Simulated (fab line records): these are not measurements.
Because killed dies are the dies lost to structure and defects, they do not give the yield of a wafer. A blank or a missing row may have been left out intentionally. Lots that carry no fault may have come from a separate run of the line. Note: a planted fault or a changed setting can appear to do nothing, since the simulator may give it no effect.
Lot-split experiment / flow rit_cmos / 23 wafers read across 5 lots, on a route 202 steps long

ABOUT THE SPLIT
At RIT_NWELL_IMPLANT_08, the setting energy_kev was moved away from the recipe's 170 on 10 of the 23 wafers read, by -4.7% to +5.1%. For the rest of the wafers, this setting stayed at what the recipe calls for.

The reading is taken at the split's own step.

THE READING
In nm, at RIT_NWELL_IMPLANT_08: implant.drp_nm, which is the simulator's own figure and was read by no gauge. There is no usual value for it anywhere in the file.

wafer=L076.1; tool, chamber at the split=implanter-01, 0; energy_kev as run=178.7; against the recipe=+5.1%; implant.drp_nm, nm=71.45; against lot-mates on the recipe=+2.63
wafer=L076.4; tool, chamber at the split=implanter-01, 0; energy_kev as run=178.7; against the recipe=+5.1%; implant.drp_nm, nm=71.45; against lot-mates on the recipe=+2.63
wafer=L076.5; tool, chamber at the split=implanter-01, 0; energy_kev as run=178.7; against the recipe=+5.1%; implant.drp_nm, nm=71.45; against lot-mates on the recipe=+2.63
wafer=L076.3; tool, chamber at the split=implanter-01, 0; energy_kev as run=170; against the recipe=recipe; implant.drp_nm, nm=68.82; against lot-mates on the recipe=-
wafer=L076.6; tool, chamber at the split=implanter-01, 0; energy_kev as run=170; against the recipe=recipe; implant.drp_nm, nm=68.82; against lot-mates on the recipe=-
wafer=L077.1; tool, chamber at the split=implanter-01, 0; energy_kev as run=170; against the recipe=recipe; implant.drp_nm, nm=68.82; against lot-mates on the recipe=-
wafer=L077.5; tool, chamber at the split=implanter-01, 0; energy_kev as run=170; against the recipe=recipe; implant.drp_nm, nm=68.82; against lot-mates on the recipe=-
wafer=L077.6; tool, chamber at the split=implanter-01, 0; energy_kev as run=170; against the recipe=recipe; implant.drp_nm, nm=68.82; against lot-mates on the recipe=-
wafer=L078.1; tool, chamber at the split=implanter-02, 0; energy_kev as run=170; against the recipe=recipe; implant.drp_nm, nm=68.82; against lot-mates on the recipe=-
wafer=L078.4; tool, chamber at the split=implanter-02, 0; energy_kev as run=170; against the recipe=recipe; implant.drp_nm, nm=68.82; against lot-mates on the recipe=-
wafer=L078.5; tool, chamber at the split=implanter-02, 0; energy_kev as run=170; against the recipe=recipe; implant.drp_nm, nm=68.82; against lot-mates on the recipe=-
wafer=L078.2; tool, chamber at the split=implanter-02, 0; energy_kev as run=162; against the recipe=-4.7%; implant.drp_nm, nm=66.43; against lot-mates on the recipe=-2.39
wafer=L078.6; tool, chamber at the split=implanter-02, 0; energy_kev as run=162; against the recipe=-4.7%; implant.drp_nm, nm=66.43; against lot-mates on the recipe=-2.39
wafer=L081.1; tool, chamber at the split=implanter-02, 0; energy_kev as run=163.1; against the recipe=-4.1%; implant.drp_nm, nm=66.76; against lot-mates on the recipe=-2.06
wafer=L081.5; tool, chamber at the split=implanter-02, 0; energy_kev as run=163.1; against the recipe=-4.1%; implant.drp_nm, nm=66.76; against lot-mates on the recipe=-2.06
wafer=L081.2; tool, chamber at the split=implanter-02, 0; energy_kev as run=170; against the recipe=recipe; implant.drp_nm, nm=68.82; against lot-mates on the recipe=-
wafer=L081.4; tool, chamber at the split=implanter-02, 0; energy_kev as run=170; against the recipe=recipe; implant.drp_nm, nm=68.82; against lot-mates on the recipe=-
wafer=L081.6; tool, chamber at the split=implanter-02, 0; energy_kev as run=170; against the recipe=recipe; implant.drp_nm, nm=68.82; against lot-mates on the recipe=-
wafer=L085.2; tool, chamber at the split=implanter-04, 0; energy_kev as run=162.1; against the recipe=-4.6%; implant.drp_nm, nm=66.46; against lot-mates on the recipe=-2.36
wafer=L085.5; tool, chamber at the split=implanter-04, 0; energy_kev as run=162.1; against the recipe=-4.6%; implant.drp_nm, nm=66.46; against lot-mates on the recipe=-2.36
wafer=L085.6; tool, chamber at the split=implanter-04, 0; energy_kev as run=162.1; against the recipe=-4.6%; implant.drp_nm, nm=66.46; against lot-mates on the recipe=-2.36
wafer=L085.3; tool, chamber at the split=implanter-04, 0; energy_kev as run=170; against the recipe=recipe; implant.drp_nm, nm=68.82; against lot-mates on the recipe=-
wafer=L085.4; tool, chamber at the split=implanter-04, 0; energy_kev as run=170; against the recipe=recipe; implant.drp_nm, nm=68.82; against lot-mates on the recipe=-

THE FIT
A straight line over all 23 wafers: implant.drp_nm changes by +0.51 nm for each +1% of energy_kev; r = +1.00; the points scatter about the line by 0.0073 nm.
The same after taking each lot's own level away (the mean of its wafers on the recipe; 23 wafers): +0.51 nm for each +1%; r = +1.00; scatter 0.0073 nm.
The reading moves by 2.6 nm for the largest change in energy_kev, on that fit.
The lots' own levels span 68.820 to 68.820 nm.
The two slopes agree, so the slope changes little with the lot-to-lot level.
Check: +2.61 nm against its lot-mates is what the line predicts for one of the wafers moved furthest among these (+5.1%) when that wafer is left out of the fit. It came out at +2.63 nm against them.

ADDITIONAL SPLITS CARRIED BY THESE WAFERS
Note: prior to the reading, these wafers also went through further splits. Each is held against what the fit with the lots' levels taken away leaves over:
other split on the same wafers=RIT_ACTIVE_CVD_03 time_s; wafers away from the commonest value=18; r with implant.drp_nm (lot level and that fit taken away)=-0.33
other split on the same wafers=RIT_ACTIVE_DEVELOP_10 develop_time_s; wafers away from the commonest value=8; r with implant.drp_nm (lot level and that fit taken away)=-0.12
other split on the same wafers=RIT_ACTIVE_CLEAN_15 time_s; wafers away from the commonest value=10; r with implant.drp_nm (lot level and that fit taken away)=+0.41
other split on the same wafers=RIT_FOX1_OXIDATION_00 temp_c; wafers away from the commonest value=18; r with implant.drp_nm (lot level and that fit taken away)=-0.21

THE WHOLE CHAIN: every reading that the file lists as answering this split, in the file's order
step=RIT_NWELL_IMPLANT_08; what it does=; reading=implant.rp_nm (the simulator's own value, which no gauge read); change (the file's fit)=+2.18 nm for each +1% of the setting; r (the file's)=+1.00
step=RIT_NWELL_IMPLANT_08; what it does=; reading=implant.drp_nm (the simulator's own value, which no gauge read); change (the file's fit)=+0.51 nm for each +1% of the setting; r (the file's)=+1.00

FILE'S OWN FIT
implant.drp_nm changes by +0.51 nm for each +1% of energy_kev, r = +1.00.
